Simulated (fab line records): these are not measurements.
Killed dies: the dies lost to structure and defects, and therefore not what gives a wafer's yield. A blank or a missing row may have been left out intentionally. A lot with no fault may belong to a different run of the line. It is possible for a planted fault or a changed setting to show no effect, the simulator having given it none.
One fault through the eyes of 2 desks / flow berkeley cmos170 / each desk holds nothing but its own numbers, with what lay behind them at the end

THE TOOL OWNER'S DESK: wet bench-04
The tool's own readings at UCB170_FIELD_WET_ETCH_05 (etches Si3N4 in H3PO4, time 12600 s): means of the sampled wafers that have a number, for each lot that ran on this tool. Marked OUT: a lot whose mean sits more than 4 standard deviations from the usual mean, which makes it out of limits; the brackets give that distance.
Columns: A = bath guard temp C at UCB170_FIELD_WET_ETCH_05, usual 159.8 C; B = bath heat duty pct at UCB170_FIELD_WET_ETCH_05, usual 27.3 %
lot=L988; first seen here=day 6 08:07; A=160.4; B=23.5
lot=L100; first seen here=day 8 18:23; A=159.3; B=29.3
lot=L997; first seen here=day 8 18:23; A=159.2; B=30.0
This desk found nothing out of limits on any of the 3 lots.

FROM THE METROLOGY DESK
What the gauges read for every lot (on any tool): the sampled wafers with a number, averaged. Marked OUT: a lot whose mean sits more than 4 standard deviations from the usual mean, which makes it out of limits; the brackets give that distance.
Columns: A = PFIELD_OVL at UCB170_PFIELD_OVL_MEAS_06, usual 3 nm; B = PFIELD_TW at UCB170_PFIELD_TW_MEAS_09, usual 604; C = FIELD_OXIDE_THK at UCB170_FIELD_THK_MEAS_02, usual 562 nm
lot=L984; first seen here=day 5 07:24; A=3; B=604; C=568
lot=L988; first seen here=day 5 20:25; A=-5; B=604; C=555
lot=L987; first seen here=day 5 20:35; A=3; B=611; C=553
lot=L986; first seen here=day 5 20:47; A=-0; B=602; C=548
lot=L997; first seen here=day 8 04:25; A=6; B=602; C=557
lot=L100; first seen here=day 8 09:25; A=4; B=602; C=566
This desk found nothing out of limits on any of the 6 lots.

ALL TOGETHER
The desk of the tool owner found nothing out of limits.
Metrology desk: nothing out of limits seen.

WHAT THE SIMULATOR HAD INSERTED
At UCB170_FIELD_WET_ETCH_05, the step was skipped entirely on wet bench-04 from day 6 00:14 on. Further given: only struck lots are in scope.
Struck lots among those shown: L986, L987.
